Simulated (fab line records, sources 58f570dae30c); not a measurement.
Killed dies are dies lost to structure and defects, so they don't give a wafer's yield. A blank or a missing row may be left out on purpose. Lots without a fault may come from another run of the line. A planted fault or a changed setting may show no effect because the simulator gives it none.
Split-lot experiment | flow berkeley_cmos170 | 5 lots, 23 wafers read, on a route of 331 steps

THE SPLIT
At UCB170_V1_PEB_10, the setting peb_temp_c was moved away from the recipe's 130 C on 7 of the 23 wafers read, by -2.5% to +2.1%. The other wafers ran this setting at the recipe's value.

FROM THE SPLIT TO THE READING: what the file shows between them, 4 steps
- UCB170_V1_DEVELOP_11: develop time 45 s
- UCB170_V1_CD_MEAS_12: target cd 700 nm
- UCB170_V1_ETCH_14: etches SiO2 in CHF3/CF4/Ar, stops on Al, target depth 1250 nm, time 291 s
- UCB170_V1_STRIP_15: strips in O2

THE READING
cd_nm, in nm, at UCB170_V1_CD_MEAS_90 (target cd 700 nm). Fault-free wafers of this fab line usually give 699.9 nm, standard deviation 1.6 nm.

wafer  | tool, chamber at the split | peb_temp_c as run, C | against the recipe | cd_nm, nm | against lot-mates on the recipe
L074.1 | litho_track-04, 0          | 132.7                | +2.1%              | 715.8     | +15.9
L074.2 | litho_track-04, 0          | 132.7                | +2.1%              | 716.1     | +16.2
L074.3 | litho_track-04, 0          | 130                  | recipe             | 700.2     | -
L074.5 | litho_track-04, 0          | 130                  | recipe             | 699.5     | -
L074.6 | litho_track-04, 0          | 132.7                | +2.1%              | 714.7     | +14.9
L077.1 | litho_track-02, 0          | 130                  | recipe             | 701.2     | -
L077.2 | litho_track-02, 0          | 130                  | recipe             | 701.5     | -
L077.3 | litho_track-02, 0          | 131.6                | +1.2%              | 711.2     | +10.1
L077.4 | litho_track-02, 0          | 130                  | recipe             | 700.7     | -
L077.5 | litho_track-02, 0          | 131.6                | +1.2%              | 711.8     | +10.7
L078.1 | litho_track-03, 0          | 130                  | recipe             | 697.9     | -
L078.2 | litho_track-03, 0          | 130                  | recipe             | 697.2     | -
L078.4 | litho_track-03, 0          | 130                  | recipe             | 696.8     | -
L078.5 | litho_track-03, 0          | 130                  | recipe             | 696.8     | -
L078.6 | litho_track-03, 0          | 130                  | recipe             | 697.1     | -
L080.2 | litho_track-02, 0          | 130                  | recipe             | 701.4     | -
L080.3 | litho_track-02, 0          | 130                  | recipe             | 701.6     | -
L080.4 | litho_track-02, 0          | 126.8                | -2.5%              | 675.9     | -24.9
L080.5 | litho_track-02, 0          | 130                  | recipe             | 699.4     | -
L080.6 | litho_track-02, 0          | 126.8                | -2.5%              | 676.3     | -24.5
L084.2 | litho_track-03, 0          | 130                  | recipe             | 701.4     | -
L084.4 | litho_track-03, 0          | 130                  | recipe             | 698.0     | -
L084.5 | litho_track-03, 0          | 130                  | recipe             | 698.9     | -

THE FIT
A straight line over all 23 wafers: cd_nm changes by +8.77 nm for each +1% of peb_temp_c; r = +0.98; the points scatter about the line by 1.9 nm.
The same after taking each lot's own level away (the mean of its wafers on the recipe; 23 wafers): +8.8 nm for each +1%; r = +0.99; scatter 1.4 nm.
On that fit, the largest move of peb_temp_c shifts the reading by 22 nm.
The lots' own levels span 697.16 to 701.13 nm, that is 2.5 times the standard deviation above.
So the lot-to-lot level changes the slope little: the two slopes agree.
Check: with one of the wafers moved furthest among these (-2.5%) left out of the fit, the line predicts -21.2 nm for it against its lot-mates. It came out at -24.9 nm against them.

OTHER SPLITS ON THESE WAFERS
These wafers also went through other splits before the reading. Each is held against what the fit with the lots' levels taken away leaves over:
other split on the same wafers      | wafers away from the commonest value | r with cd_nm (lot level and that fit taken away)
UCB170_M1_PEB_07 peb_temp_c         | 7                                    | +0.11
UCB170_V1_CMP_02 leave_above_ref_nm | 7                                    | +0.17

THE WHOLE CHAIN: every reading that the file lists as answering this split, in the file's order
step                 | what it does                                                              | reading                                                   | change (the file's fit)              | r (the file's)
UCB170_V1_CD_MEAS_12 | target cd 700 nm                                                          | cd_nm                                                     | +8.89 nm for each +1% of the setting | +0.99
UCB170_V1_ETCH_14    | etches SiO2 in CHF3/CF4/Ar, stops on Al, target depth 1250 nm, time 291 s | V1.cd_nm (the simulator's own value, which no gauge read) | +9 nm for each +1% of the setting    | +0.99
UCB170_V1_CD_MEAS_90 | target cd 700 nm                                                          | cd_nm                                                     | +8.92 nm for each +1% of the setting | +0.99

THE FILE'S OWN FIT
cd_nm changes by +8.92 nm for each +1% of peb_temp_c, r = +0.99.
